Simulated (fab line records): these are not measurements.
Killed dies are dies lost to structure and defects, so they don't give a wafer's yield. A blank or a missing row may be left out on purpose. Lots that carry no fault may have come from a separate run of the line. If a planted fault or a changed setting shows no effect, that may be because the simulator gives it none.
Which of the tools did it? :: flow berkeley cmos170 :: 14 lots, 42 wafers sampled, at 4 steps of a route of 331

## WHAT EACH GAUGE READ, for each wafer
UCB170_M1_OVL_MEAS_10.
lot: L286
measured: day 7 02:12
on: overlay-02
M1_OVL (nm): 2 -1 1

lot: L285
measured: day 7 04:11
on: overlay-02
M1_OVL (nm): -1 -4 -4

lot: L287
measured: day 7 13:28
on: overlay-01
M1_OVL (nm): -2 -9 -5

lot: L290
measured: day 7 19:04
on: overlay-01
M1_OVL (nm): -3 2 -3

lot: L294
measured: day 9 06:34
on: overlay-02
M1_OVL (nm): -8 -6 -2

lot: L291
measured: day 9 06:49
on: overlay-01
M1_OVL (nm): -8 -3 -7

lot: L292
measured: day 9 07:05
on: overlay-01
M1_OVL (nm): -11 -5 -9

lot: L295
measured: day 9 17:22
on: overlay-01
M1_OVL (nm): -2 -1 -4

lot: L296
measured: day 10 03:07
on: overlay-02
M1_OVL (nm): -11 -5 -8

lot: L299
measured: day 10 09:29
on: overlay-01
M1_OVL (nm): -9 -10 -13

lot: L300
measured: day 10 12:26
on: overlay-01
M1_OVL (nm): -8 -3 -14

lot: L304
measured: day 11 15:17
on: overlay-01
M1_OVL (nm): 2 4 2

lot: L306
measured: day 12 01:26
on: overlay-01
M1_OVL (nm): 4 -5 1

lot: L308
measured: day 12 11:19
on: overlay-01
M1_OVL (nm): 0 -2 -6

UCB170_M3_THK_MEAS_03: measures by xrf.
lot: L286
measured: day 7 13:59
on: film metro-01
M3_AL_THK (nm): 915 912 905

lot: L285
measured: day 7 18:01
on: film metro-03
M3_AL_THK (nm): 894 891 928

lot: L287
measured: day 8 06:02
on: film metro-04
M3_AL_THK (nm): 887 891 886

lot: L290
measured: day 8 17:32
on: film metro-04
M3_AL_THK (nm): 905 919 911

lot: L294
measured: day 10 02:56
on: film metro-01
M3_AL_THK (nm): 927 920 929

lot: L291
measured: day 10 03:20
on: film metro-01
M3_AL_THK (nm): 896 893 903

lot: L292
measured: day 10 03:57
on: film metro-04
M3_AL_THK (nm): 913 912 905

lot: L295
measured: day 10 07:05
on: film metro-04
M3_AL_THK (nm): 928 931 918

lot: L296
measured: day 10 18:37
on: film metro-01
M3_AL_THK (nm): 892 907 893

lot: L299
measured: day 11 00:40
on: film metro-04
M3_AL_THK (nm): 895 894 903

lot: L300
measured: day 11 02:08
on: film metro-04
M3_AL_THK (nm): 877 891 879

lot: L304
measured: day 12 04:50
on: film metro-01
M3_AL_THK (nm): 896 887 892

lot: L306
measured: day 12 17:05
on: film metro-01
M3_AL_THK (nm): 903 896 900

lot: L308
measured: day 13 04:40
on: film metro-04
M3_AL_THK (nm): 893 907 899

## WHICH TOOL RAN EACH LOT (tool, then ch and the chambers of the sampled wafers, then the start)
lot: L286
UCB170_V1_ETCH_14: rie diel-04 ch 1,2,3, day 7 07:40
UCB170_V2_SOFTBAKE_08: litho track-01 ch 0, day 7 12:38

lot: L285
UCB170_V1_ETCH_14: rie diel-04 ch 1,2,3, day 7 11:10
UCB170_V2_SOFTBAKE_08: litho track-04 ch 0, day 7 16:31

lot: L287
UCB170_V1_ETCH_14: rie diel-01 ch 0,1,3, day 7 21:31
UCB170_V2_SOFTBAKE_08: litho track-04 ch 0, day 8 04:06

lot: L290
UCB170_V1_ETCH_14: rie diel-01 ch 1,2,3, day 8 04:49
UCB170_V2_SOFTBAKE_08: litho track-04 ch 0, day 8 15:32

lot: L294
UCB170_V1_ETCH_14: rie diel-03 ch 1,2, day 9 16:17
UCB170_V2_SOFTBAKE_08: litho track-04 ch 0, day 10 01:31

lot: L291
UCB170_V1_ETCH_14: rie diel-03 ch 0,1, day 9 17:08
UCB170_V2_SOFTBAKE_08: litho track-02 ch 0, day 10 01:47

lot: L292
UCB170_V1_ETCH_14: rie diel-01 ch 0,2,3, day 9 15:57
UCB170_V2_SOFTBAKE_08: litho track-04 ch 0, day 10 01:55

lot: L295
UCB170_V1_ETCH_14: rie diel-03 ch 1,2, day 9 23:28
UCB170_V2_SOFTBAKE_08: litho track-02 ch 0, day 10 05:26

lot: L296
UCB170_V1_ETCH_14: rie diel-01 ch 0,1,3, day 10 12:07
UCB170_V2_SOFTBAKE_08: litho track-04 ch 0, day 10 17:04

lot: L299
UCB170_V1_ETCH_14: rie diel-01 ch 0,3, day 10 17:16
UCB170_V2_SOFTBAKE_08: litho track-01 ch 0, day 10 23:04

lot: L300
UCB170_V1_ETCH_14: rie diel-01 ch 0,1,3, day 10 19:21
UCB170_V2_SOFTBAKE_08: litho track-02 ch 0, day 11 00:11

lot: L304
UCB170_V1_ETCH_14: rie diel-03 ch 0,1,2, day 11 22:04
UCB170_V2_SOFTBAKE_08: litho track-01 ch 0, day 12 03:18

lot: L306
UCB170_V1_ETCH_14: rie diel-04 ch 0,2,3, day 12 10:48
UCB170_V2_SOFTBAKE_08: litho track-04 ch 0, day 12 15:22

lot: L308
UCB170_V1_ETCH_14: rie diel-03 ch 0,3, day 12 17:35
UCB170_V2_SOFTBAKE_08: litho track-01 ch 0, day 13 02:49
- UCB170_V1_ETCH_14: etches SiO2 in CHF3/CF4/Ar, stops on Al, target depth 1250 nm, time 291 s.
- UCB170_V2_SOFTBAKE_08: time 61.37 s.

## WHAT THE TOOLS THEMSELVES READ (means of the sampled wafers that have a number; where no wafer has one, the mark that the record gives instead)
UCB170_V1_ETCH_14.
lot: L286
tool: rie diel-04
chamber pressure mTorr (mTorr): 200.06
drypump motor current A (A): 5.4
oes product au (a.u.): 0.883
throttle valve pct (%): 6.90

lot: L285
tool: rie diel-04
chamber pressure mTorr (mTorr): 199.99
drypump motor current A (A): 5.4
oes product au (a.u.): 0.880
throttle valve pct (%): 6.90

lot: L287
tool: rie diel-01
chamber pressure mTorr (mTorr): 199.82
drypump motor current A (A): 6.0
oes product au (a.u.): 0.876
throttle valve pct (%): 7.12

lot: L290
tool: rie diel-01
chamber pressure mTorr (mTorr): 199.76
drypump motor current A (A): 6.1
oes product au (a.u.): 0.884
throttle valve pct (%): 7.08

lot: L294
tool: rie diel-03
chamber pressure mTorr (mTorr): 200.00
drypump motor current A (A): 5.5
oes product au (a.u.): 0.874
throttle valve pct (%): 7.02

lot: L291
tool: rie diel-03
chamber pressure mTorr (mTorr): 199.73
drypump motor current A (A): 5.5
oes product au (a.u.): 0.878
throttle valve pct (%): 6.98

lot: L292
tool: rie diel-01
chamber pressure mTorr (mTorr): 199.95
drypump motor current A (A): 6.1
oes product au (a.u.): 0.875
throttle valve pct (%): 7.04

lot: L295
tool: rie diel-03
chamber pressure mTorr (mTorr): 199.89
drypump motor current A (A): 5.5
oes product au (a.u.): 0.873
throttle valve pct (%): 7.03

lot: L296
tool: rie diel-01
chamber pressure mTorr (mTorr): 199.83
drypump motor current A (A): 6.1
oes product au (a.u.): 0.878
throttle valve pct (%): 7.12

lot: L299
tool: rie diel-01
chamber pressure mTorr (mTorr): 200.12
drypump motor current A (A): 6.2
oes product au (a.u.): 0.881
throttle valve pct (%): 7.10

lot: L300
tool: rie diel-01
chamber pressure mTorr (mTorr): 199.90
drypump motor current A (A): 6.1
oes product au (a.u.): 0.882
throttle valve pct (%): 7.10

lot: L304
tool: rie diel-03
chamber pressure mTorr (mTorr): 199.84
drypump motor current A (A): 5.5
oes product au (a.u.): 0.876
throttle valve pct (%): 7.00

lot: L306
tool: rie diel-04
chamber pressure mTorr (mTorr): 199.94
drypump motor current A (A): 5.8
oes product au (a.u.): 0.870
throttle valve pct (%): 6.90

lot: L308
tool: rie diel-03
chamber pressure mTorr (mTorr): 199.82
drypump motor current A (A): 5.3
oes product au (a.u.): 0.887
throttle valve pct (%): 7.06

UCB170_V2_SOFTBAKE_08.
lot: L286
tool: litho track-01
plate sensor t centre C (C): 131.41
plate sensor t edge C (C): 131.53

lot: L285
tool: litho track-04
plate sensor t centre C (C): 131.41
plate sensor t edge C (C): 131.53

lot: L287
tool: litho track-04
plate sensor t centre C (C): 131.41
plate sensor t edge C (C): 131.52

lot: L290
tool: litho track-04
plate sensor t centre C (C): 131.40
plate sensor t edge C (C): 131.52

lot: L294
tool: litho track-04
plate sensor t centre C (C): 131.41
plate sensor t edge C (C): 131.54

lot: L291
tool: litho track-02
plate sensor t centre C (C): 131.40
plate sensor t edge C (C): 131.53

lot: L292
tool: litho track-04
plate sensor t centre C (C): 131.40
plate sensor t edge C (C): 131.54

lot: L295
tool: litho track-02
plate sensor t centre C (C): 131.40
plate sensor t edge C (C): 131.53

lot: L296
tool: litho track-04
plate sensor t centre C (C): 131.40
plate sensor t edge C (C): 131.53

lot: L299
tool: litho track-01
plate sensor t centre C (C): 131.41
plate sensor t edge C (C): 131.53

lot: L300
tool: litho track-02
plate sensor t centre C (C): 131.41
plate sensor t edge C (C): 131.54

lot: L304
tool: litho track-01
plate sensor t centre C (C): 131.41
plate sensor t edge C (C): 131.53

lot: L306
tool: litho track-04
plate sensor t centre C (C): 131.41
plate sensor t edge C (C): 131.53

lot: L308
tool: litho track-01
plate sensor t centre C (C): 131.40
plate sensor t edge C (C): 131.53

## THE ANSWER, worked out from the rows above alone
Rule: the usual values come from the lots themselves. The widest of any qualifying gaps counts: lots, ordered by their means at a reading, are off when they make up no more than a third of the lots, leave a main group of 4 or more, and stand apart from it by 3 or more times the standard deviation of that group's means. A main group is skipped when, at the precision printed for the reading in the tables above, its means are all equal. Also off: a lot with no number at a reading for which 4 or more lots have one. Any other lot the step has rows for is counted as sound. After the gauges, taken in route order, come the tools' own readings; for these a lot's mean is taken, as printed above. The first step at which some lot is off is used, and at that step the reading that is off furthest; a lot without a number counts as furthest.
No lot is off at any reading shown: from this, nothing can be told.

## WHAT WAS PUT IN BY THE SIMULATOR
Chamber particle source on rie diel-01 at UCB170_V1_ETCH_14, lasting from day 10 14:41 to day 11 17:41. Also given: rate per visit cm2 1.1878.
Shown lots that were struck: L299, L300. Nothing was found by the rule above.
